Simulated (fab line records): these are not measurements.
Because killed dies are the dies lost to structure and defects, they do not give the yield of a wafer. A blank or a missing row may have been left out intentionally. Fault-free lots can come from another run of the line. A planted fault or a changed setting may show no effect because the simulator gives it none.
Which tool is to blame? / flow berkeley-cmos170 / 40 wafers from 14 lots sampled at 3 of the route's 331 steps

## WHAT THE GAUGES SHOWED, per wafer
UCB170_START_THK_MEAS_03. Usual: for START_OXIDE_THK the level is 20.2 nm and the standard deviation is 0.32.
lot=L681; measured=day 1 12:05; on=film-metro-03; START_OXIDE_THK (nm)=20.2 20.4 20.6; flag=
lot=L682; measured=day 1 21:40; on=film-metro-04; START_OXIDE_THK (nm)=19.9 19.6 20.1; flag=
lot=L683; measured=day 2 03:08; on=film-metro-02; START_OXIDE_THK (nm)=20.1 19.5 19.9; flag=
lot=L685; measured=day 2 11:38; on=film-metro-03; START_OXIDE_THK (nm)=20.1 20.0 19.8; flag=
lot=L686; measured=day 2 18:33; on=film-metro-03; START_OXIDE_THK (nm)=20.2 20.3 20.1; flag=
lot=L687; measured=day 2 18:33; on=film-metro-02; START_OXIDE_THK (nm)=20.0 19.8 19.6; flag=
lot=L688; measured=day 3 07:11; on=film-metro-04; START_OXIDE_THK (nm)=20.0 20.1 19.9; flag=
lot=L689; measured=day 3 07:11; on=film-metro-03; START_OXIDE_THK (nm)=20.4 20.4; flag=
lot=L690; measured=day 3 13:34; on=film-metro-04; START_OXIDE_THK (nm)=20.5 20.4; flag=
lot=L698; measured=day 5 00:55; on=film-metro-04; START_OXIDE_THK (nm)=20.6 20.7 20.9; flag=
lot=L699; measured=day 5 09:17; on=film-metro-02; START_OXIDE_THK (nm)=19.7 20.0 20.0; flag=
lot=L701; measured=day 5 20:16; on=film-metro-04; START_OXIDE_THK (nm)=19.6 19.8 19.4; flag=
lot=L703; measured=day 6 05:07; on=film-metro-04; START_OXIDE_THK (nm)=20.4 20.6 20.4; flag=
lot=L704; measured=day 6 12:43; on=film-metro-03; START_OXIDE_THK (nm)=20.1 20.1 20.1; flag=

UCB170_PWELL_THK_MEAS_03. Usual: for PWELL_OXIDE_THK the level is 26.5 nm and the standard deviation is 0.5.
lot=L681; measured=day 2 16:55; on=film-metro-03; PWELL_OXIDE_THK (nm)=26.3 26.3 26.1; flag=
lot=L682; measured=day 3 12:52; on=film-metro-03; PWELL_OXIDE_THK (nm)=26.3 26.3 26.5; flag=
lot=L683; measured=day 3 12:52; on=film-metro-01; PWELL_OXIDE_THK (nm)=25.9 26.1 26.1; flag=
lot=L685; measured=day 4 00:53; on=film-metro-01; PWELL_OXIDE_THK (nm)=27.1 27.0 27.5; flag=
lot=L686; measured=day 4 07:49; on=film-metro-01; PWELL_OXIDE_THK (nm)=26.7 27.2 27.1; flag=
lot=L687; measured=day 4 07:49; on=film-metro-03; PWELL_OXIDE_THK (nm)=26.0 26.2 25.6; flag=
lot=L688; measured=day 4 13:16; on=film-metro-02; PWELL_OXIDE_THK (nm)=26.4 26.3 26.5; flag=
lot=L689; measured=day 4 13:17; on=film-metro-03; PWELL_OXIDE_THK (nm)=26.6 27.0; flag=
lot=L690; measured=day 4 22:13; on=film-metro-02; PWELL_OXIDE_THK (nm)=27.3 27.0; flag=
lot=L698; measured=day 6 08:55; on=film-metro-02; PWELL_OXIDE_THK (nm)=26.2 26.2 26.3; flag=
lot=L699; measured=day 6 19:29; on=film-metro-03; PWELL_OXIDE_THK (nm)=27.1 26.2 26.4; flag=
lot=L701; measured=day 7 15:58; on=film-metro-02; PWELL_OXIDE_THK (nm)=25.8 25.8 25.6; flag=
lot=L703; measured=day 8 00:55; on=film-metro-02; PWELL_OXIDE_THK (nm)=25.4 25.6 26.0; flag=
lot=L704; measured=day 8 00:55; on=film-metro-01; PWELL_OXIDE_THK (nm)=26.5 26.7 26.7; flag=

UCB170_GATE_THK_MEAS_02. Usual: for GATE_OXIDE_THK the level is 6.65 nm and the standard deviation is 0.12.
lot=L681; measured=day 6 09:17; on=film-metro-04; GATE_OXIDE_THK (nm)=6.73 6.78 6.64; flag=
lot=L682; measured=day 7 20:58; on=film-metro-01; GATE_OXIDE_THK (nm)=6.52 6.48 6.56; flag=
lot=L683; measured=day 7 08:56; on=film-metro-01; GATE_OXIDE_THK (nm)=6.70 6.66 6.67; flag=
lot=L685; measured=day 7 20:58; on=film-metro-02; GATE_OXIDE_THK (nm)=6.44 6.55 6.51; flag=
lot=L686; measured=day 8 03:56; on=film-metro-01; GATE_OXIDE_THK (nm)=6.51 6.64 6.65; flag=
lot=L687; measured=day 8 03:55; on=film-metro-02; GATE_OXIDE_THK (nm)=6.65 6.69 6.72; flag=
lot=L688; measured=day 8 03:55; on=film-metro-04; GATE_OXIDE_THK (nm)=6.74 6.65 6.78; flag=
lot=L689; measured=day 8 09:22; on=film-metro-02; GATE_OXIDE_THK (nm)=6.71 6.75; flag=
lot=L690; measured=day 8 20:08; on=film-metro-02; GATE_OXIDE_THK (nm)=6.72 6.70; flag=
lot=L698; measured=day 10 11:52; on=film-metro-04; GATE_OXIDE_THK (nm)=6.85 6.83 6.90; flag=
lot=L699; measured=day 10 11:56; on=film-metro-02; GATE_OXIDE_THK (nm)=6.55 6.65 6.67; flag=
lot=L701; measured=day 11 23:32; on=film-metro-04; GATE_OXIDE_THK (nm)=6.62 6.54 6.65; flag=
lot=L703; measured=day 12 15:40; on=film-metro-04; GATE_OXIDE_THK (nm)=6.57 6.66 6.62; flag=
lot=L704; measured=day 12 15:40; on=film-metro-01; GATE_OXIDE_THK (nm)=6.49 6.54 6.48; flag=

## TOOL THAT RAN EACH LOT (tool first, then ch and the chambers of the sampled wafers, then the start)
The record shows no process step preceding these readings.

## WHAT THE TOOLS THEMSELVES READ (means of the sampled wafers that have a number; where no wafer has one, the mark that the record gives instead)
The record holds no such reading with a usual standard deviation.

## THE ANSWER, worked out from the rows above alone
Rule: a lot is off if the mean of its wafers that have a number lies more than 3 standard deviations from the usual mean. Also off: a lot with no number at a reading for which 4 or more lots have one. Any other lot the step has rows for is counted as sound. First the gauges in route order, then the tools' own readings, where a lot's mean is used as printed above. The first step at which some lot is off is used, and at that step the reading that is off furthest; a lot without a number counts as furthest.
No lot is off on any of the readings shown, so nothing can be concluded from this.

## WHAT THE SIMULATOR HAD PUT IN
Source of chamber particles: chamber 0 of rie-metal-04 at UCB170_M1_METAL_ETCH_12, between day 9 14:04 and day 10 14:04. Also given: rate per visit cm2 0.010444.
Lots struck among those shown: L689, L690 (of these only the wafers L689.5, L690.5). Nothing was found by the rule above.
